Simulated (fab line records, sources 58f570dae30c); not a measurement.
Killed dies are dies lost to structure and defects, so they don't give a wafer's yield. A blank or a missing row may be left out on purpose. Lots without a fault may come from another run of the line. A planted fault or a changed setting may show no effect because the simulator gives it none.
Which tool did it? | flow berkeley_cmos170 | 14 lots, 42 wafers sampled, at 4 steps of a route of 331

WHAT THE GAUGES READ, wafer by wafer
UCB170_PLDD_CD_MEAS_06: target cd 1200 nm.
lot  | measured     | on        | cd_nm (nm)
L554 | day 6 05:56  | cd_sem-01 | 1203.5 1202.4 1202.9
L555 | day 6 16:32  | cd_sem-02 | 1198.7 1199.3 1197.8
L556 | day 7 04:38  | cd_sem-01 | 1200.6 1201.8 1201.9
L557 | day 7 05:05  | cd_sem-02 | 1199.0 1197.7 1198.6
L558 | day 7 19:57  | cd_sem-02 | 1199.7 1199.7 1200.5
L559 | day 7 20:17  | cd_sem-02 | 1196.8 1195.5 1197.6
L560 | day 7 21:40  | cd_sem-01 | 1199.7 1199.0 1198.6
L569 | day 9 13:23  | cd_sem-02 | 1201.0 1199.8 1199.0
L570 | day 9 18:29  | cd_sem-01 | 1198.3 1199.0 1197.6
L571 | day 9 18:32  | cd_sem-02 | 1198.6 1199.7 1200.0
L568 | day 9 19:12  | cd_sem-01 | 1197.8 1198.6 1200.1
L575 | day 10 12:36 | cd_sem-02 | 1200.6 1200.9 1201.1
L573 | day 10 12:49 | cd_sem-01 | 1200.1 1199.6 1200.4
L574 | day 10 13:23 | cd_sem-02 | 1196.0 1197.7 1197.4

UCB170_PSD_CD_MEAS_06: target cd 1200 nm.
lot  | measured     | on        | cd_nm (nm)
L554 | day 6 15:37  | cd_sem-01 | 1197.8 1199.2 1196.8
L555 | day 7 02:02  | cd_sem-02 | 1202.1 1201.8 1200.1
L556 | day 7 13:11  | cd_sem-01 | 1201.2 1201.3 1199.9
L557 | day 7 13:26  | cd_sem-01 | 1199.1 1199.6 1200.0
L558 | day 8 03:46  | cd_sem-01 | 1202.2 1201.3 1200.6
L559 | day 8 03:49  | cd_sem-02 | 1199.4 1200.2 1199.9
L560 | day 8 03:55  | cd_sem-01 | 1199.7 1201.7 1200.2
L569 | day 9 22:27  | cd_sem-02 | 1201.2 1201.3 1200.6
L570 | day 10 02:23 | cd_sem-02 | 1199.3 1200.3 1199.5
L571 | day 10 02:31 | cd_sem-02 | 1199.4 1201.0 1200.3
L568 | day 10 05:31 | cd_sem-02 | 1196.9 1197.3 1197.8
L575 | day 10 20:34 | cd_sem-02 | 1200.7 1200.6 1200.3
L573 | day 10 20:25 | cd_sem-01 | 1199.2 1198.2 1198.7
L574 | day 10 21:00 | cd_sem-01 | 1201.3 1200.3 1200.3

UCB170_M3_BOW_MEAS_20.
lot  | measured     | on            | M3_BOW (um)
L554 | day 7 18:40  | film_metro-02 | 29 33 29
L555 | day 8 05:51  | film_metro-02 | 34 45 32
L556 | day 8 18:11  | film_metro-04 | 44 44 34
L557 | day 8 18:49  | film_metro-01 | 43 40 47
L558 | day 9 08:06  | film_metro-01 | 32 40 49
L559 | day 9 08:34  | film_metro-01 | 29 30 28
L560 | day 9 08:20  | film_metro-02 | 26 38 31
L569 | day 11 09:01 | film_metro-02 | 36 28 36
L570 | day 11 09:31 | film_metro-01 | 31 38 42
L571 | day 11 10:55 | film_metro-02 | 32 28 46
L568 | day 11 12:21 | film_metro-02 | 34 30 37
L575 | day 12 04:20 | film_metro-04 | 37 29 48
L573 | day 12 04:58 | film_metro-01 | 41 30 44
L574 | day 12 06:05 | film_metro-04 | 28 49 25

WHICH TOOL RAN EACH LOT (tool, then ch and the chambers of the sampled wafers, then the start)
lot  | UCB170_M3_SOFTBAKE_11
L554 | litho_track-01 ch 0, day 7 16:00
L555 | litho_track-01 ch 0, day 8 04:00
L556 | litho_track-03 ch 0, day 8 17:00
L557 | litho_track-02 ch 0, day 8 17:00
L558 | litho_track-01 ch 0, day 9 06:00
L559 | litho_track-01 ch 0, day 9 07:00
L560 | litho_track-03 ch 0, day 9 06:00
L569 | litho_track-02 ch 0, day 11 06:00
L570 | litho_track-02 ch 0, day 11 07:00
L571 | litho_track-02 ch 0, day 11 08:00
L568 | litho_track-02 ch 0, day 11 10:00
L575 | litho_track-02 ch 0, day 12 02:00
L573 | litho_track-02 ch 0, day 12 03:00
L574 | litho_track-01 ch 0, day 12 04:00
- UCB170_M3_SOFTBAKE_11: time 60 s.

WHAT THE TOOLS THEMSELVES READ (means of the sampled wafers that have a number; where no wafer has one, the mark that the record gives instead)
UCB170_M3_SOFTBAKE_11.
lot  | tool           | heater_power_total_W (W) | plate_temp_C (C)
L554 | litho_track-01 | 56.81                    | 130.01
L555 | litho_track-01 | 56.76                    | 130.16
L556 | litho_track-03 | 56.77                    | 130.04
L557 | litho_track-02 | 56.81                    | 130.20
L558 | litho_track-01 | 55.87                    | 128.48
L559 | litho_track-01 | 55.90                    | 128.36
L560 | litho_track-03 | 56.83                    | 129.99
L569 | litho_track-02 | 56.78                    | 130.05
L570 | litho_track-02 | 56.83                    | 129.98
L571 | litho_track-02 | 56.80                    | 130.00
L568 | litho_track-02 | 56.77                    | 130.12
L575 | litho_track-02 | 56.81                    | 130.08
L573 | litho_track-02 | 56.83                    | 130.02
L574 | litho_track-01 | 56.79                    | 130.00

THE ANSWER, worked out from the rows above alone
Rule: what is usual is taken from the lots themselves. Put in order of their means at a reading, lots are off if they are a third of the lots or fewer, leave a main group of 4 or more, and stand apart from it by a gap of 3 or more times the standard deviation of the main group's means; of several such gaps the widest counts. A main group whose means are all the same, to the digits that the tables above print for the reading, isn't used. A lot without any number at a reading at which 4 lots or more have one is off too. The other lots that the step has rows for count as sound. The gauges are gone through in route order, then the tools' own readings, and for those a lot's mean is taken as printed above. The first step at which some lot is off is used, and at that step the reading that is off furthest; a lot without a number counts as furthest.
Off: L558, L559, at UCB170_M3_SOFTBAKE_11 (heater_power_total_W). The main group: mean 56.80 W, standard deviation 0.024.
A tool fits if, at that step or a process step before it, it ran every lot that is off, and no sound lot after the first of them. None of those tried fits.

WHAT THE SIMULATOR HAD PUT IN
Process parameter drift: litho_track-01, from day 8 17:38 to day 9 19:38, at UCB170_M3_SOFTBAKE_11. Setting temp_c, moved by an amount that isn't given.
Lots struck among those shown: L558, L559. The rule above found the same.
